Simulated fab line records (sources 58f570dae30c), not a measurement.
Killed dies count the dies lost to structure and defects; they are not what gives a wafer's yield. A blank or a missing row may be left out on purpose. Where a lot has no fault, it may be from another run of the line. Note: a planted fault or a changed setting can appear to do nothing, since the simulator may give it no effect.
fab line records -- flow berkeleyCmos170 -- part 1 of 2: steps 1 to 26 of 35
record lots=5, wafers=15, lastDay=11
route steps=331 shown V1@260 M2@271 V2@292
lots that met no fault: from a run of the same line without faults
startH: hours from the record's first day to the start of the lot's first wafer shown -- waitH: time in hours since the lot's previous step -- " repeats the value in the row above -- L1.1+2: a single row standing in for several wafers -- - no value present, or no start provided -- * or withheld: withheld -- < > ~ a bound
route shown NAME@n: NAME is a module with steps in the file, n the number in the route of the first one -- usual: mean and standard deviation over wafers with no fault -- same: alike in all rows -- chamber/n: place in a boat -- sites: each site's reading -- _std_site: how widely they spread, as a standard deviation -- _edge_site: outer sites' mean less inner sites' -- radiusMm: how far each site lies from the wafer's centre -- mask NAME#n: copy n -- behind: tool/chamber where the wafer was last shaped -- hold: cause of the lot's hold/its duration in hours/its outcome -- device: which transistor (n, p or np) failed to switch -- end of line: at the end of the route, the tests of the same wafers -- for a step that has no rows: nothing shown but its recipe -- killed: at the first sort, the dies lost to defects and structure; wafer yield is something else -- map: dies across one wafer; x = killed, . = not, _ = none there
set.NAME: the setting the step ran with; set.NAME@STEP: the setting that earlier step ran with -- model.NAME: the simulator's own value behind a step, which no gauge read
lots at selected steps of the route; one table per step, one row per wafer
services: when a tool's chamber went out of use (startH, in hours from the record's first day, below 0 if earlier), for how many hours, and the reason
## steps
# step UCB170_V1_HMDS_06
# recipe primeTimeS=60, primeTempC=100
# usual chillPlateTempC=23.00/0.11
lot.wafer,tool,chamber,startH,waitH,chillPlateTempC
L075.3,lithoTrack-03,0,169.13,0.1,23.07
L075.5,lithoTrack-03,0,169.13,0.1,23.16
L075.6,lithoTrack-03,0,169.13,0.1,23.08
L083.1,lithoTrack-03,0,203.88,1.1,23.04
L083.2,lithoTrack-03,0,203.88,1.1,23.23
L083.3,lithoTrack-03,0,203.88,1.1,23.02
L084.1,lithoTrack-04,0,212.74,0.0,23.09
L084.3,lithoTrack-04,0,212.74,0.0,22.90
L084.5,lithoTrack-04,0,212.74,0.0,22.98
L085.3,lithoTrack-01,0,222.42,0.1,23.01
L085.5,lithoTrack-01,0,222.42,0.1,23.01
L085.6,lithoTrack-01,0,222.42,0.1,23.26
L095.2,lithoTrack-03,0,263.02,0.2,23.07
L095.5,lithoTrack-03,0,263.02,0.2,22.87
L095.6,lithoTrack-03,0,263.02,0.2,23.13
# step UCB170_V1_COAT_07
# recipe resist=KrF, spinRpm=1500, resistThkNm=900
# usual chillPlateTempC=22.97/0.11
lot.wafer,tool,chamber,startH,waitH,chillPlateTempC
L075.3,lithoTrack-03,0,169.28,0.1,23.08
L075.5,lithoTrack-03,0,169.28,0.1,23.02
L075.6,lithoTrack-03,0,169.28,0.1,23.06
L083.1,lithoTrack-03,0,204.03,0.1,22.83
L083.2,lithoTrack-03,0,204.03,0.1,22.92
L083.3,lithoTrack-03,0,204.03,0.1,22.89
L084.1,lithoTrack-04,0,212.89,0.1,22.96
L084.3,lithoTrack-04,0,212.89,0.1,22.94
L084.5,lithoTrack-04,0,212.89,0.1,22.81
L085.3,lithoTrack-01,0,222.57,0.1,22.86
L085.5,lithoTrack-01,0,222.57,0.1,22.93
L085.6,lithoTrack-01,0,222.57,0.1,22.84
L095.2,lithoTrack-03,0,263.17,0.1,23.05
L095.5,lithoTrack-03,0,263.17,0.1,23.22
L095.6,lithoTrack-03,0,263.17,0.1,23.37
# step UCB170_V1_SOFTBAKE_08
# recipe resist=KrF, tempC=130, timeS=60
# usual chillPlateTempC=23.00/0.11
lot.wafer,tool,chamber,startH,waitH,chillPlateTempC
L075.3,lithoTrack-03,0,169.43,0.1,22.90
L075.5,lithoTrack-03,0,169.43,0.1,22.96
L075.6,lithoTrack-03,0,169.43,0.1,22.97
L083.1,lithoTrack-03,0,204.18,0.1,22.95
L083.2,lithoTrack-03,0,204.18,0.1,22.80
L083.3,lithoTrack-03,0,204.18,0.1,22.81
L084.1,lithoTrack-04,0,213.04,0.1,23.06
L084.3,lithoTrack-04,0,213.04,0.1,22.97
L084.5,lithoTrack-04,0,213.04,0.1,22.96
L085.3,lithoTrack-01,0,222.72,0.1,22.83
L085.5,lithoTrack-01,0,222.72,0.1,22.86
L085.6,lithoTrack-01,0,222.72,0.1,23.05
L095.2,lithoTrack-03,0,263.32,0.1,23.09
L095.5,lithoTrack-03,0,263.32,0.1,23.09
L095.6,lithoTrack-03,0,263.32,0.1,23.14
# step UCB170_V1_EXPOSE_09
# recipe maskId=VIA1, targetCdNm=700, na=0.5, sigmaOuter=0.6, sourceShape=conventional, doseMj=37.25
lot.wafer,tool,chamber,startH,waitH,mask
L075.3+5+6,krfScanner-02,0,169.69,0.2,VIA1#0
L083.1+2+3,krfScanner-01,0,204.35,0.1,VIA1#0
L084.1+3+5,krfScanner-01,0,213.19,0.1,VIA1#0
L085.3+5+6,krfScanner-02,0,222.99,0.2,VIA1#0
L095.2+5+6,krfScanner-01,0,263.69,0.3,VIA1#0
# step UCB170_V1_PEB_10
# recipe pebTempC=130, pebTimeS=withheld, resist=KrF
# usual chillPlateTempC=23.03/0.11
lot.wafer,tool,chamber,startH,waitH,chillPlateTempC
L075.3,lithoTrack-04,0,169.82,0.1,22.80
L075.5,lithoTrack-04,0,169.82,0.1,22.95
L075.6,lithoTrack-04,0,169.82,0.1,22.80
L083.1,lithoTrack-01,0,205.22,0.8,23.04
L083.2,lithoTrack-01,0,205.22,0.8,23.18
L083.3,lithoTrack-01,0,205.22,0.8,23.16
L084.1,lithoTrack-04,0,213.31,0.1,23.02
L084.3,lithoTrack-04,0,213.31,0.1,23.05
L084.5,lithoTrack-04,0,213.31,0.1,23.01
L085.3,lithoTrack-01,0,223.32,0.3,22.97
L085.5,lithoTrack-01,0,223.32,0.3,22.96
L085.6,lithoTrack-01,0,223.32,0.3,23.10
L095.2,lithoTrack-01,0,264.17,0.5,22.91
L095.5,lithoTrack-01,0,264.17,0.5,23.11
L095.6,lithoTrack-01,0,264.17,0.5,23.12
# step UCB170_V1_DEVELOP_11
# recipe developer=TMAH, developTimeS=45, resist=KrF, devTempC=21
# usual chillPlateTempC=23.01/0.11
lot.wafer,tool,chamber,startH,waitH,chillPlateTempC
L075.3,lithoTrack-04,0,-,-,22.91
L075.5,lithoTrack-04,0,-,-,22.98
L075.6,lithoTrack-04,0,-,-,22.89
L083.1,lithoTrack-01,0,-,-,22.92
L083.2,lithoTrack-01,0,-,-,22.93
L083.3,lithoTrack-01,0,-,-,23.01
L084.1,lithoTrack-04,0,-,-,23.12
L084.3,lithoTrack-04,0,-,-,23.01
L084.5,lithoTrack-04,0,-,-,23.01
L085.3,lithoTrack-01,0,-,-,22.92
L085.5,lithoTrack-01,0,-,-,22.79
L085.6,lithoTrack-01,0,-,-,23.03
L095.2,lithoTrack-01,0,-,-,23.01
L095.5,lithoTrack-01,0,-,-,23.00
L095.6,lithoTrack-01,0,-,-,23.29
# step UCB170_V1_CD_MEAS_12
# recipe targetCdNm=700
# usual cdNm=699.6/1.1
lot.wafer,tool,chamber,startH,waitH,cdNm
L075.3,cdSem-01,-,170.08,-,699.2
L075.5,cdSem-01,-,170.08,-,699.3
L075.6,cdSem-01,-,170.08,-,699.3
L083.1,cdSem-01,-,205.49,-,699.7
L083.2,cdSem-01,-,205.49,-,700.6
L083.3,cdSem-01,-,205.49,-,701.0
L084.1,cdSem-01,-,213.58,-,699.1
L084.3,cdSem-01,-,213.58,-,700.3
L084.5,cdSem-01,-,213.58,-,699.9
L085.3,cdSem-01,-,223.59,-,700.1
L085.5,cdSem-01,-,223.59,-,699.5
L085.6,cdSem-01,-,223.59,-,700.3
L095.2,cdSem-01,-,264.44,-,700.5
L095.5,cdSem-01,-,264.44,-,699.7
L095.6,cdSem-01,-,264.44,-,701.3
# step UCB170_V1_OVL_MEAS_13
# usual V1_OVL=1/5.8
lot.wafer,tool,chamber,startH,waitH,V1_OVL[nm]
L075.3,overlay-01,-,170.17,0.1,3
L075.5,overlay-01,-,170.17,0.1,5
L075.6,overlay-01,-,170.17,0.1,-1
L083.1,overlay-01,-,205.61,0.1,-4
L083.2,overlay-01,-,205.61,0.1,0
L083.3,overlay-01,-,205.61,0.1,-9
L084.1,overlay-02,-,213.70,0.1,8
L084.3,overlay-02,-,213.70,0.1,13
L084.5,overlay-02,-,213.70,0.1,8
L085.3,overlay-01,-,223.68,0.1,5
L085.5,overlay-01,-,223.68,0.1,4
L085.6,overlay-01,-,223.68,0.1,4
L095.2,overlay-01,-,264.54,0.1,2
L095.5,overlay-01,-,264.54,0.1,9
L095.6,overlay-01,-,264.54,0.1,2
# step UCB170_V1_ETCH_14
# recipe chemistry=CHF3/CF4/Ar, target=SiO2, stopOn=Al, CHF3_flow_sccm=45, cf4FlowSccm=15, Ar_flow_sccm=150, pressureMtorr=200, rfW=700, targetDepthA=12500, overEtchFrac=0.25, timeS=291
# usual drypumpMotorCurrentA=5.6/0.52, oesProductAu=0.881/0.014, throttleValvePct=6.92/0.074
lot.wafer,tool,chamber,startH,waitH,drypumpMotorCurrentA,oesProductAu,rfHoursCounterH,throttleValvePct
L075.3,rieDiel-04,3,170.20,0.0,6.0,0.862,86,6.90
L075.5,rieDiel-04,0,170.20,0.0,5.7,0.895,-,7.02
L075.6,rieDiel-04,1,170.20,0.0,5.0,0.880,-,6.84
L083.1,rieDiel-03,3,205.65,0.0,6.1,0.892,31,6.94
L083.2,rieDiel-03,1,205.65,0.0,5.9,0.882,11,6.99
L083.3,rieDiel-03,0,205.65,0.0,6.4,0.873,123,6.98
L084.1,rieDiel-03,3,213.74,0.0,6.2,0.898,31,6.92
L084.3,rieDiel-03,0,213.74,0.0,6.4,0.875,123,7.01
L084.5,rieDiel-03,3,213.74,0.0,6.2,0.904,-,6.93
L085.3,rieDiel-03,0,223.70,0.0,6.4,0.876,124,6.98
L085.5,rieDiel-03,3,223.70,0.0,6.1,0.899,-,6.92
L085.6,rieDiel-03,0,223.70,0.0,6.5,0.874,-,6.99
L095.2,rieDiel-02,3,264.57,0.0,5.6,0.873,3,6.91
L095.5,rieDiel-02,0,264.57,0.0,5.4,0.858,-,6.93
L095.6,rieDiel-02,3,264.57,0.0,5.6,0.886,-,6.90
# step UCB170_V1_STRIP_15
# recipe chemistry=O2, powerW=400, pressureMtorr=3500, platenTempC=withheld, o2FlowSccm=400, overashFraction=0.5
# usual drypumpMotorCurrentA=5.5/0.43, oesProductAu=0.721/0.0049, stripTimeToEndpointS=15.33/0.2
lot.wafer,tool,chamber,startH,waitH,drypumpMotorCurrentA,oesProductAu,rfHoursCounterH,stripTimeToEndpointS
L075.3,plasmaAsher-02,0,170.41,0.1,4.9,0.728,-,15.51
L075.5,plasmaAsher-02,0,170.41,0.1,4.9,0.715,-,15.28
L075.6,plasmaAsher-02,1,170.41,0.1,5.2,0.715,-,15.23
L083.1,plasmaAsher-03,1,205.83,0.1,5.5,0.724,40,15.16
L083.2,plasmaAsher-03,0,205.83,0.1,6.2,0.716,40,15.26
L083.3,plasmaAsher-03,1,205.83,0.1,5.5,0.722,-,15.63
L084.1,plasmaAsher-03,1,213.92,0.1,5.5,0.730,41,15.16
L084.3,plasmaAsher-03,0,213.92,0.1,6.2,0.720,-,15.65
L084.5,plasmaAsher-03,1,213.92,0.1,5.5,0.726,-,15.15
L085.3,plasmaAsher-02,0,223.92,0.1,4.9,0.724,-,15.54
L085.5,plasmaAsher-02,0,223.92,0.1,4.9,0.725,-,15.13
L085.6,plasmaAsher-02,1,223.92,0.1,5.1,0.714,-,15.61
L095.2,plasmaAsher-03,0,264.75,0.1,6.2,0.729,48,15.36
L095.5,plasmaAsher-03,0,264.75,0.1,6.2,0.722,-,15.49
L095.6,plasmaAsher-03,1,264.75,0.1,5.5,0.719,-,15.31
# step UCB170_V1_CD_MEAS_90
# recipe targetCdNm=700
# usual cdNm=699.4/1.3
lot.wafer,tool,chamber,startH,waitH,cdNm
L075.3,cdSem-02,-,170.52,0.1,698.6
L075.5,cdSem-02,-,170.52,0.1,699.5
L075.6,cdSem-02,-,170.52,0.1,699.0
L083.1,cdSem-02,-,205.93,0.1,700.3
L083.2,cdSem-02,-,205.93,0.1,701.4
L083.3,cdSem-02,-,205.93,0.1,700.1
L084.1,cdSem-02,-,214.02,0.1,700.8
L084.3,cdSem-02,-,214.02,0.1,698.4
L084.5,cdSem-02,-,214.02,0.1,701.1
L085.3,cdSem-02,-,224.02,0.1,699.0
L085.5,cdSem-02,-,224.02,0.1,701.1
L085.6,cdSem-02,-,224.02,0.1,700.0
L095.2,cdSem-01,-,264.87,0.1,699.9
L095.5,cdSem-01,-,264.87,0.1,698.6
L095.6,cdSem-01,-,264.87,0.1,700.5
# step UCB170_M2_PRE_CLEAN_00
# recipe gas=Ar, precleanEtchTimeS=60
# same precleanEtchTimeS=60
lot.wafer,tool,chamber,startH,waitH
L075.3+5+6,pvdSputter-03,-,170.60,0.1
L083.1+2+3,pvdSputter-03,-,206.05,0.1
L084.1+3+5,pvdSputter-02,-,214.14,0.1
L085.3+5+6,pvdSputter-01,-,224.10,0.1
L095.2+5+6,pvdSputter-03,-,264.97,0.1
# step UCB170_M2_SPUTTER_01
# recipe material=Al, targetThkNm=900, timeS=120, powerW=6000, chamberPressurePa=0.5
# usual throttleValvePct=30.9/0.55
lot.wafer,tool,chamber,startH,waitH,throttleValvePct
L075.3,pvdSputter-03,-,170.66,0.0,30.9
L075.5,pvdSputter-03,-,170.66,0.0,31.0
L075.6,pvdSputter-03,-,170.66,0.0,30.5
L083.1,pvdSputter-03,-,206.12,0.0,30.6
L083.2,pvdSputter-03,-,206.12,0.0,32.0
L083.3,pvdSputter-03,-,206.12,0.0,31.1
L084.1,pvdSputter-02,-,214.20,0.0,30.3
L084.3,pvdSputter-02,-,214.20,0.0,31.0
L084.5,pvdSputter-02,-,214.20,0.0,31.7
L085.3,pvdSputter-01,-,224.17,0.0,30.6
L085.5,pvdSputter-01,-,224.17,0.0,30.3
L085.6,pvdSputter-01,-,224.17,0.0,30.7
L095.2,pvdSputter-03,-,265.04,0.0,31.0
L095.5,pvdSputter-03,-,265.04,0.0,31.0
L095.6,pvdSputter-03,-,265.04,0.0,30.8
# step UCB170_M2_RS_MEAS_02
# recipe thkMeasGauge=four-point-probe, reads=Al_of_M2_SPUTTER_01
# usual M2_AL_RS=0.0322/0.00047
lot.wafer,tool,chamber,startH,waitH,M2_AL_RS[ohm/sq]
L075.3,filmMetro-01,-,170.79,0.1,0.0324
L075.5,filmMetro-01,-,170.79,0.1,0.0326
L075.6,filmMetro-01,-,170.79,0.1,0.0333
L083.1,filmMetro-04,-,206.21,0.0,0.0332
L083.2,filmMetro-04,-,206.21,0.0,0.0323
L083.3,filmMetro-04,-,206.21,0.0,0.0321
L084.1,filmMetro-01,-,214.29,0.0,0.0325
L084.3,filmMetro-01,-,214.29,0.0,0.0326
L084.5,filmMetro-01,-,214.29,0.0,0.0316
L085.3,filmMetro-03,-,224.29,0.1,0.0316
L085.5,filmMetro-03,-,224.29,0.1,0.0317
L085.6,filmMetro-03,-,224.29,0.1,0.0323
L095.2,filmMetro-01,-,265.14,0.1,0.0318
L095.5,filmMetro-01,-,265.14,0.1,0.0318
L095.6,filmMetro-01,-,265.14,0.1,0.0327
# step UCB170_M2_THK_MEAS_03
# recipe thkMeasGauge=xrf, reads=Al_of_M2_SPUTTER_01
# usual M2_AL_THK=925/15
lot.wafer,tool,chamber,startH,waitH,M2_AL_THK[nm]
L075.3,filmMetro-01,-,170.89,0.1,916
L075.5,filmMetro-01,-,170.89,0.1,908
L075.6,filmMetro-01,-,170.89,0.1,892
L083.1,filmMetro-04,-,206.33,0.1,894
L083.2,filmMetro-04,-,206.33,0.1,922
L083.3,filmMetro-04,-,206.33,0.1,926
L084.1,filmMetro-01,-,214.41,0.1,913
L084.3,filmMetro-01,-,214.41,0.1,917
L084.5,filmMetro-01,-,214.41,0.1,942
L085.3,filmMetro-03,-,224.39,0.1,943
L085.5,filmMetro-03,-,224.39,0.1,937
L085.6,filmMetro-03,-,224.39,0.1,923
L095.2,filmMetro-01,-,265.25,0.1,931
L095.5,filmMetro-01,-,265.25,0.1,931
L095.6,filmMetro-01,-,265.25,0.1,902
# step UCB170_M2_HMDS_04
# recipe primeTimeS=60, primeTempC=100
# usual chillPlateTempC=23.00/0.1
lot.wafer,tool,chamber,startH,waitH,chillPlateTempC
L075.3,lithoTrack-02,0,170.98,0.1,22.91
L075.5,lithoTrack-02,0,170.98,0.1,23.00
L075.6,lithoTrack-02,0,170.98,0.1,22.96
L083.1,lithoTrack-01,0,207.12,0.8,22.98
L083.2,lithoTrack-01,0,207.12,0.8,22.99
L083.3,lithoTrack-01,0,207.12,0.8,22.91
L084.1,lithoTrack-01,0,215.03,0.6,22.87
L084.3,lithoTrack-01,0,215.03,0.6,23.01
L084.5,lithoTrack-01,0,215.03,0.6,22.95
L085.3,lithoTrack-02,0,224.48,0.1,23.14
L085.5,lithoTrack-02,0,224.48,0.1,23.15
L085.6,lithoTrack-02,0,224.48,0.1,23.01
L095.2,lithoTrack-01,0,265.35,0.1,23.00
L095.5,lithoTrack-01,0,265.35,0.1,23.09
L095.6,lithoTrack-01,0,265.35,0.1,23.21
# step UCB170_M2_COAT_05
# recipe resist=KrF, spinRpm=1500, resistThkNm=900
# usual chillPlateTempC=22.99/0.1
lot.wafer,tool,chamber,startH,waitH,chillPlateTempC
L075.3,lithoTrack-02,0,171.13,0.1,23.08
L075.5,lithoTrack-02,0,171.13,0.1,23.08
L075.6,lithoTrack-02,0,171.13,0.1,22.96
L083.1,lithoTrack-01,0,207.27,0.1,22.99
L083.2,lithoTrack-01,0,207.27,0.1,23.06
L083.3,lithoTrack-01,0,207.27,0.1,23.06
L084.1,lithoTrack-01,0,215.18,0.1,22.73
L084.3,lithoTrack-01,0,215.18,0.1,22.89
L084.5,lithoTrack-01,0,215.18,0.1,22.86
L085.3,lithoTrack-02,0,224.63,0.1,23.00
L085.5,lithoTrack-02,0,224.63,0.1,23.01
L085.6,lithoTrack-02,0,224.63,0.1,23.00
L095.2,lithoTrack-01,0,265.50,0.1,23.07
L095.5,lithoTrack-01,0,265.50,0.1,23.12
L095.6,lithoTrack-01,0,265.50,0.1,23.00
# step UCB170_M2_SOFTBAKE_06
# recipe resist=KrF, tempC=130, timeS=60
# usual chillPlateTempC=22.99/0.11
lot.wafer,tool,chamber,startH,waitH,chillPlateTempC
L075.3,lithoTrack-02,0,171.28,0.1,23.06
L075.5,lithoTrack-02,0,171.28,0.1,23.05
L075.6,lithoTrack-02,0,171.28,0.1,22.94
L083.1,lithoTrack-01,0,207.42,0.1,23.00
L083.2,lithoTrack-01,0,207.42,0.1,22.96
L083.3,lithoTrack-01,0,207.42,0.1,23.10
L084.1,lithoTrack-01,0,215.33,0.1,23.04
L084.3,lithoTrack-01,0,215.33,0.1,23.01
L084.5,lithoTrack-01,0,215.33,0.1,23.02
L085.3,lithoTrack-02,0,224.78,0.1,22.98
L085.5,lithoTrack-02,0,224.78,0.1,23.00
L085.6,lithoTrack-02,0,224.78,0.1,22.94
L095.2,lithoTrack-01,0,265.65,0.1,22.99
L095.5,lithoTrack-01,0,265.65,0.1,22.92
L095.6,lithoTrack-01,0,265.65,0.1,22.82
# step UCB170_M2_STRIP_07
# recipe chemistry=O2, powerW=400, pressureMtorr=3500, platenTempC=withheld, o2FlowSccm=400, overashFraction=0.5
# usual drypumpMotorCurrentA=5.7/0.48, oesProductAu=0.735/0.0044, stripTimeToEndpointS=21.96/0.07
lot.wafer,tool,chamber,startH,waitH,drypumpMotorCurrentA,oesProductAu,rfHoursCounterH,stripTimeToEndpointS
L075.3,plasmaAsher-04,0,171.41,0.1,6.2,0.736,-,21.95
L075.5,plasmaAsher-04,1,171.41,0.1,5.8,0.734,-,21.97
L075.6,plasmaAsher-04,0,171.41,0.1,6.2,0.737,-,22.00
L083.1,plasmaAsher-03,1,207.57,0.1,5.5,0.736,41,21.94
L083.2,plasmaAsher-03,0,207.57,0.1,6.2,0.737,41,21.90
L083.3,plasmaAsher-03,0,207.57,0.1,6.1,0.740,-,21.87
L084.1,plasmaAsher-03,1,215.48,0.1,5.5,0.734,41,21.99
L084.3,plasmaAsher-03,1,215.48,0.1,5.5,0.726,-,22.07
L084.5,plasmaAsher-03,0,215.48,0.1,6.1,0.733,-,22.01
L085.3,plasmaAsher-04,0,224.92,0.1,6.2,0.733,-,21.99
L085.5,plasmaAsher-04,1,224.92,0.1,5.8,0.738,-,21.99
L085.6,plasmaAsher-04,0,224.92,0.1,6.2,0.738,-,22.02
L095.2,plasmaAsher-02,0,265.78,0.1,4.9,0.729,55,22.01
L095.5,plasmaAsher-02,0,265.78,0.1,4.9,0.737,-,21.85
L095.6,plasmaAsher-02,1,265.78,0.1,5.2,0.730,-,21.94
# step UCB170_M2_STRIP_08
# recipe chemistry=DMSO, tempC=80, timeS=600, material=KrF
# usual bathHeatDutyPct=18.5/2.2
lot.wafer,tool,chamber,startH,waitH,bathHeatDutyPct
L075.3,wetBench-04,1,171.48,0.0,15.5
L075.5,wetBench-04,1,171.48,0.0,16.2
L075.6,wetBench-04,1,171.48,0.0,15.2
L083.1,wetBench-02,3,207.67,0.1,20.2
L083.2,wetBench-02,3,207.67,0.1,20.5
L083.3,wetBench-02,3,207.67,0.1,19.5
L084.1,wetBench-02,0,215.58,0.1,16.8
L084.3,wetBench-02,0,215.58,0.1,17.4
L084.5,wetBench-02,0,215.58,0.1,19.0
L085.3,wetBench-04,0,224.98,0.0,16.9
L085.5,wetBench-04,0,224.98,0.0,16.7
L085.6,wetBench-04,0,224.98,0.0,17.1
L095.2,wetBench-04,1,265.88,0.1,14.9
L095.5,wetBench-04,1,265.88,0.1,16.3
L095.6,wetBench-04,1,265.88,0.1,14.5
# step UCB170_M2_COAT_09
# recipe resist=BARC, tempC=withheld, timeS=withheld, spinRpm=3000, resistThkNm=withheld
# usual chillPlateTempC=*
lot.wafer,tool,chamber,startH,waitH,chillPlateTempC
L075.3,lithoTrack-02,0,171.72,0.1,*
L075.5,lithoTrack-02,0,171.72,0.1,*
L075.6,lithoTrack-02,0,171.72,0.1,*
L083.1,lithoTrack-01,0,208.02,0.2,*
L083.2,lithoTrack-01,0,208.02,0.2,*
L083.3,lithoTrack-01,0,208.02,0.2,*
L084.1,lithoTrack-04,0,217.06,1.3,*
L084.3,lithoTrack-04,0,217.06,1.3,*
L084.5,lithoTrack-04,0,217.06,1.3,*
L085.3,lithoTrack-04,0,225.22,0.1,*
L085.5,lithoTrack-04,0,225.22,0.1,*
L085.6,lithoTrack-04,0,225.22,0.1,*
L095.2,lithoTrack-04,0,266.08,0.0,*
L095.5,lithoTrack-04,0,266.08,0.0,*
L095.6,lithoTrack-04,0,266.08,0.0,*
# step UCB170_M2_COAT_10
# recipe resist=KrF, spinRpm=1500, resistThkNm=900
# usual chillPlateTempC=22.98/0.1
lot.wafer,tool,chamber,startH,waitH,chillPlateTempC
L075.3,lithoTrack-02,0,-,-,22.75
L075.5,lithoTrack-02,0,-,-,22.93
L075.6,lithoTrack-02,0,-,-,22.87
L083.1,lithoTrack-01,0,-,-,22.91
L083.2,lithoTrack-01,0,-,-,22.89
L083.3,lithoTrack-01,0,-,-,22.86
L084.1,lithoTrack-04,0,-,-,22.95
L084.3,lithoTrack-04,0,-,-,23.01
L084.5,lithoTrack-04,0,-,-,22.90
L085.3,lithoTrack-04,0,-,-,23.08
L085.5,lithoTrack-04,0,-,-,23.03
L085.6,lithoTrack-04,0,-,-,23.10
L095.2,lithoTrack-04,0,-,-,23.07
L095.5,lithoTrack-04,0,-,-,23.07
L095.6,lithoTrack-04,0,-,-,23.02
# step UCB170_M2_SOFTBAKE_11
# recipe resist=KrF, tempC=130, timeS=60
# usual chillPlateTempC=23.03/0.11
lot.wafer,tool,chamber,startH,waitH,chillPlateTempC
L075.3,lithoTrack-02,0,-,-,22.88
L075.5,lithoTrack-02,0,-,-,23.09
L075.6,lithoTrack-02,0,-,-,23.01
L083.1,lithoTrack-01,0,-,-,22.98
L083.2,lithoTrack-01,0,-,-,23.01
L083.3,lithoTrack-01,0,-,-,22.92
L084.1,lithoTrack-04,0,-,-,22.97
L084.3,lithoTrack-04,0,-,-,22.83
L084.5,lithoTrack-04,0,-,-,22.83
L085.3,lithoTrack-04,0,-,-,22.91
L085.5,lithoTrack-04,0,-,-,22.93
L085.6,lithoTrack-04,0,-,-,22.92
L095.2,lithoTrack-04,0,-,-,23.20
L095.5,lithoTrack-04,0,-,-,23.20
L095.6,lithoTrack-04,0,-,-,23.12
# step UCB170_M2_EXPOSE_12
# recipe maskId=METAL2, targetCdNm=700, na=0.5, sigmaOuter=0.6, sourceShape=conventional, doseMj=26
lot.wafer,tool,chamber,startH,waitH,mask
L075.3+5+6,krfScanner-01,0,172.42,-,METAL2#0
L083.1+2+3,krfScanner-01,0,208.66,-,METAL2#0
L084.1+3+5,krfScanner-01,0,217.51,-,METAL2#0
L085.3+5+6,krfScanner-02,0,225.79,-,METAL2#0
L095.2+5+6,krfScanner-02,0,266.65,-,METAL2#0
# step UCB170_M2_PEB_13
# recipe pebTempC=130, pebTimeS=withheld, resist=KrF
# usual chillPlateTempC=22.97/0.1
lot.wafer,tool,chamber,startH,waitH,chillPlateTempC
L075.3,lithoTrack-01,0,172.71,0.3,23.02
L075.5,lithoTrack-01,0,172.71,0.3,23.05
L075.6,lithoTrack-01,0,172.71,0.3,22.96
L083.1,lithoTrack-01,0,208.78,0.1,22.80
L083.2,lithoTrack-01,0,208.78,0.1,22.98
L083.3,lithoTrack-01,0,208.78,0.1,22.92
L084.1,lithoTrack-04,0,218.34,0.8,22.94
L084.3,lithoTrack-04,0,218.34,0.8,23.03
L084.5,lithoTrack-04,0,218.34,0.8,22.95
L085.3,lithoTrack-04,0,225.91,0.1,22.90
L085.5,lithoTrack-04,0,225.91,0.1,23.07
L085.6,lithoTrack-04,0,225.91,0.1,23.07
L095.2,lithoTrack-02,0,266.77,0.1,22.86
L095.5,lithoTrack-02,0,266.77,0.1,22.97
L095.6,lithoTrack-02,0,266.77,0.1,22.87
# step UCB170_M2_DEVELOP_14
# recipe developer=TMAH, developTimeS=43.24, resist=KrF, devTempC=21
# usual chillPlateTempC=23.01/0.1
lot.wafer,tool,chamber,startH,waitH,chillPlateTempC
L075.3,lithoTrack-01,0,-,-,22.79
L075.5,lithoTrack-01,0,-,-,22.68
L075.6,lithoTrack-01,0,-,-,22.78
L083.1,lithoTrack-01,0,-,-,22.94
L083.2,lithoTrack-01,0,-,-,23.01
L083.3,lithoTrack-01,0,-,-,22.75
L084.1,lithoTrack-04,0,-,-,23.03
L084.3,lithoTrack-04,0,-,-,23.01
L084.5,lithoTrack-04,0,-,-,22.94
L085.3,lithoTrack-04,0,-,-,22.88
L085.5,lithoTrack-04,0,-,-,23.02
L085.6,lithoTrack-04,0,-,-,22.89
L095.2,lithoTrack-02,0,-,-,22.97
L095.5,lithoTrack-02,0,-,-,23.06
L095.6,lithoTrack-02,0,-,-,23.03
